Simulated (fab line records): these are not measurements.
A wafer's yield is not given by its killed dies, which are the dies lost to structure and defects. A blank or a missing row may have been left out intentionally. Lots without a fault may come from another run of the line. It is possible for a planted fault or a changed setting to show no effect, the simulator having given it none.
Code-filled problem report in 8D (eight disciplines) form | flow rit cmos | the parts of the form that need people (team, actions taken, sign-off) are left out

1. PROBLEM STATEMENT
Mean of developer temp C at RIT_PLDD_DEVELOP_05: 22.12 C across 6 wafers in 2 lots; on wafers with no fault it is 23.01 C (standard deviation 0.094). Relative to the usual mean, that is a shift of -9.5 standard deviations.
The step: develop time 50 s.
Seen first at day 6 02:00 on litho track-01, wafer L599.3. The record has a number at this step for 42 wafers belonging to 14 lots. Rule for "out", or "out of limits": more than 4 standard deviations from the usual mean. All remaining wafers that have a number are taken as sound.

2. WHAT IT IS, WHAT IT ISN'T
question                    | is                     | is not
which readings at this step | developer temp C       | exhaust pa
which lots                  | L599, L600             | L583, L584, L585, L586, L587, L591, L593, L596, L601, L602, L603, L606
which wafers of those lots  | all that have a number | -
read on which tools         | litho track-01         | litho track-03, litho track-04
when                        | from day 6 02:00       | up to then (24 sound wafers); but 12 sound wafers of L601, L602, L603, L606 came after

3. SUSPECTS, AND WHAT RULES EACH OUT
Counting: a tool at any process step up to the reading remains a suspect when it ran all the lots that are out and ran no sound lot after the first of those.
- litho track-01 at RIT_PLDD_DEVELOP_05 (develop time 50 s): kept. All lots that are out passed through it, beginning with L599 at day 6 02:00, and no sound lot followed; its final sound lot before that point was L596 at day 5 12:00. Out on those wafers are its own readings of developer temp C.
Remaining after the count: litho track-01 at RIT_PLDD_DEVELOP_05.

4. THE CAUSE (what the simulator had put in)
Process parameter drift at RIT_PLDD_DEVELOP_05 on litho track-01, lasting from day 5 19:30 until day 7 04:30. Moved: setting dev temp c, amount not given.
Only this tool survived the counting.

5. THE CHAIN OF EFFECTS, in route order
One row per reading whose mean, taken over the struck wafers that have a number, lies over 3 standard deviations from the usual. Scope: only readings with a usual standard deviation given in the record; hours: median across lots of the time from each lot's start at the first step in this table that gives one to its start at this step; sigmas: change in usual standard deviations.
hours | step                | reading          | usual   | on struck wafers | change | sigmas
0     | RIT_PLDD_DEVELOP_05 | developer temp C | 23.01 C | 22.12            | -0.89  | -9.5
It contains these process steps:
- RIT_PLDD_DEVELOP_05: develop time 50 s.
Later steps that measure or inspect, where all struck wafers having a row at the step show a number for every such reading and not one has moved that far: RIT_SDANNEAL_RS_MEAS_07.

6. WHAT WOULD HAVE CAUGHT IT SOONER
In this record no reading fell out of limits until day 6 02:00, 6 hours after the fault had begun at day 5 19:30.
